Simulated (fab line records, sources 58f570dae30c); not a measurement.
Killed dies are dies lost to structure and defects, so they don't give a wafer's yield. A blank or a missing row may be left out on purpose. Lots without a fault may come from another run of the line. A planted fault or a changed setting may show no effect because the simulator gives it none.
Which tool did it? | flow berkeley_cmos170 | 15 lots, 45 wafers sampled, at 5 steps of a route of 331

WHAT THE GAUGES READ, wafer by wafer
UCB170_CONTACT_THK_MEAS_02. Usual: CONTACT_PSG_THK 701 nm, standard deviation 6.1.
lot  | measured     | on            | CONTACT_PSG_THK (nm) | flag
L957 | day 8 01:30  | film_metro-02 | 689 690 686          |
L960 | day 8 15:47  | film_metro-01 | 700 703 705          |
L961 | day 8 15:59  | film_metro-02 | 692 692 696          |
L959 | day 8 17:35  | film_metro-03 | 704 705 706          |
L963 | day 9 02:41  | film_metro-02 | 699 707 703          |
L964 | day 9 04:28  | film_metro-03 | 703 710 704          |
L962 | day 9 04:29  | film_metro-02 | 715 710 710          |
L965 | day 9 20:04  | film_metro-01 | 700 695 695          |
L967 | day 10 13:50 | film_metro-02 | 697 698 701          |
L972 | day 11 11:50 | film_metro-02 | 697 701 695          |
L975 | day 12 00:40 | film_metro-01 | 711 702 709          |
L974 | day 12 01:35 | film_metro-03 | 699 689 695          |
L977 | day 12 11:49 | film_metro-01 | 701 697 699          |
L979 | day 12 11:51 | film_metro-02 | 693 698 699          |
L980 | day 12 12:46 | film_metro-01 | 709 700 705          |

UCB170_V1_BOW_MEAS_03. Usual: V1_BOW 19 um, standard deviation 6.9.
lot  | measured     | on            | V1_BOW (um) | flag
L957 | day 8 11:29  | film_metro-03 | 19 26 7     |
L960 | day 8 23:24  | film_metro-01 | 19 11 20    |
L961 | day 9 00:47  | film_metro-01 | 7 15 28     |
L959 | day 9 02:44  | film_metro-03 | 19 6 21     |
L963 | day 9 09:40  | film_metro-04 | -9 -4 -4    | OFF
L964 | day 9 11:00  | film_metro-01 | 2 -5 -18    | OFF
L962 | day 9 13:11  | film_metro-04 | -1 -6 0     | OFF
L965 | day 10 02:29 | film_metro-03 | 23 16 10    |
L967 | day 10 22:09 | film_metro-01 | 35 18 13    |
L972 | day 11 21:10 | film_metro-01 | 14 18 18    |
L975 | day 12 07:26 | film_metro-03 | 16 13 22    |
L974 | day 12 08:46 | film_metro-03 | 27 28 17    |
L977 | day 12 18:05 | film_metro-04 | 12 25 10    |
L979 | day 12 20:47 | film_metro-03 | 16 20 29    |
L980 | day 12 20:45 | film_metro-01 | 30 13 21    |

UCB170_V1_CD_MEAS_90: target cd 700 nm. Usual: cd_nm 700.3 nm, standard deviation 1.6.
lot  | measured     | on        | cd_nm (nm)        | flag
L957 | day 8 16:22  | cd_sem-02 | 699.6 700.7 700.2 |
L960 | day 9 04:58  | cd_sem-02 | 702.3 704.1 703.8 |
L961 | day 9 05:16  | cd_sem-01 | 696.3 695.8 696.9 |
L959 | day 9 05:26  | cd_sem-01 | 701.7 703.9 701.9 |
L963 | day 9 15:08  | cd_sem-01 | - - -             | OFF
L964 | day 9 15:31  | cd_sem-02 | - - -             | OFF
L962 | day 9 16:28  | cd_sem-02 | - - -             | OFF
L965 | day 10 07:16 | cd_sem-02 | 700.3 699.9 699.2 |
L967 | day 11 00:55 | cd_sem-01 | 699.0 700.9 698.5 |
L972 | day 11 23:17 | cd_sem-01 | 702.9 701.9 701.6 |
L975 | day 12 09:17 | cd_sem-02 | 699.2 698.5 699.3 |
L974 | day 12 10:31 | cd_sem-02 | 701.8 702.7 701.1 |
L977 | day 12 19:50 | cd_sem-02 | 698.9 700.5 700.8 |
L979 | day 12 22:37 | cd_sem-01 | 700.8 701.3 701.7 |
L980 | day 12 22:42 | cd_sem-02 | 699.4 698.8 700.3 |

UCB170_M2_RS_MEAS_02: measures by four-point-probe. Usual: M2_AL_RS 0.0321 ohm/sq, standard deviation 0.0003.
lot  | measured     | on            | M2_AL_RS (ohm/sq)    | flag
L957 | day 8 16:38  | film_metro-04 | 0.0319 0.0319 0.0319 |
L960 | day 9 05:14  | film_metro-04 | 0.0328 0.0326 0.0326 |
L961 | day 9 05:32  | film_metro-04 | 0.0325 0.0322 0.0322 |
L959 | day 9 05:42  | film_metro-02 | 0.0319 0.0323 0.0323 |
L965 | day 10 07:32 | film_metro-03 | 0.0318 0.0319 0.0318 |
L967 | day 11 01:11 | film_metro-02 | 0.0322 0.0321 0.0323 |
L972 | day 11 23:34 | film_metro-04 | 0.0323 0.0322 0.0325 |
L975 | day 12 09:33 | film_metro-02 | 0.0321 0.0322 0.0322 |
L974 | day 12 10:47 | film_metro-02 | 0.0318 0.0316 0.0319 |
L977 | day 12 20:07 | film_metro-03 | 0.0318 0.0317 0.0319 |
L979 | day 12 22:53 | film_metro-02 | 0.0325 0.0323 0.0324 |
L980 | day 12 22:58 | film_metro-03 | 0.0324 0.0323 0.0324 |

WHICH TOOL RAN EACH LOT (tool, then ch and the chambers of the sampled wafers, then the start)
lot  | UCB170_V1_CVD_00
L957 | pecvd-01 ch 1,2, day 8 10:52
L960 | pecvd-02 ch 0,1,2, day 8 22:53
L961 | pecvd-01 ch 0,1,2, day 9 00:13
L959 | pecvd-03 ch 0,1,2, day 9 02:12
L963 | pecvd-02 ch 1,2, day 9 09:06
L964 | pecvd-01 ch 0,1,2, day 9 10:29
L962 | pecvd-03 ch 0,2, day 9 12:38
L965 | pecvd-02 ch 0,2, day 10 01:59
L967 | pecvd-03 ch 0,1,2, day 10 21:38
L972 | pecvd-01 ch 0,2, day 11 20:34
L975 | pecvd-03 ch 0,1,2, day 12 06:55
L974 | pecvd-02 ch 0,1, day 12 08:14
L977 | pecvd-03 ch 0,1, day 12 17:34
L979 | pecvd-01 ch 0,2, day 12 20:14
L980 | pecvd-03 ch 0,1,2, day 12 20:14
- UCB170_V1_CVD_00: deposits SiO2 from TEOS/O2, target thk 2000 nm, time 250 s.

WHAT THE TOOLS THEMSELVES READ (means of the sampled wafers that have a number; where no wafer has one, the mark that the record gives instead)
UCB170_V1_CVD_00. Usual: heater_power_w 262 W, standard deviation 49; pressure_mtorr 9002 mTorr, standard deviation 18.
lot  | tool     | heater_power_w (W) | pressure_mtorr (mTorr) | flag
L957 | pecvd-01 | 298                | 9006                   |
L960 | pecvd-02 | 247                | 9009                   |
L961 | pecvd-01 | 262                | 8995                   |
L959 | pecvd-03 | 275                | 9005                   |
L963 | pecvd-02 | -                  | -                      | OFF
L964 | pecvd-01 | -                  | -                      | OFF
L962 | pecvd-03 | -                  | -                      | OFF
L965 | pecvd-02 | 257                | 9002                   |
L967 | pecvd-03 | 251                | 9018                   |
L972 | pecvd-01 | 263                | 9000                   |
L975 | pecvd-03 | 263                | 9003                   |
L974 | pecvd-02 | 258                | 9023                   |
L977 | pecvd-03 | 284                | 9000                   |
L979 | pecvd-01 | 227                | 8999                   |
L980 | pecvd-03 | 272                | 9001                   |

THE ANSWER, worked out from the rows above alone
Rule: a lot is off if the mean of its wafers that have a number lies more than 3 standard deviations from the usual mean. A lot without any number at a reading at which 4 lots or more have one is off too. The other lots that the step has rows for count as sound. The gauges are gone through in route order, then the tools' own readings, and for those a lot's mean is taken as printed above. The first step at which some lot is off is used, and at that step the reading that is off furthest; a lot without a number counts as furthest.
Off: L963, L964, L962, at UCB170_V1_BOW_MEAS_03 (V1_BOW).
A tool fits if, at a process step before that reading, it ran every lot that is off, and no sound lot after the first of them. The gauges at UCB170_V1_BOW_MEAS_03 aren't tried: what is off there is off at UCB170_V1_CD_MEAS_90 too, on other tools, and a gauge's error can't cause that. None of those tried fits.

WHAT THE SIMULATOR HAD PUT IN
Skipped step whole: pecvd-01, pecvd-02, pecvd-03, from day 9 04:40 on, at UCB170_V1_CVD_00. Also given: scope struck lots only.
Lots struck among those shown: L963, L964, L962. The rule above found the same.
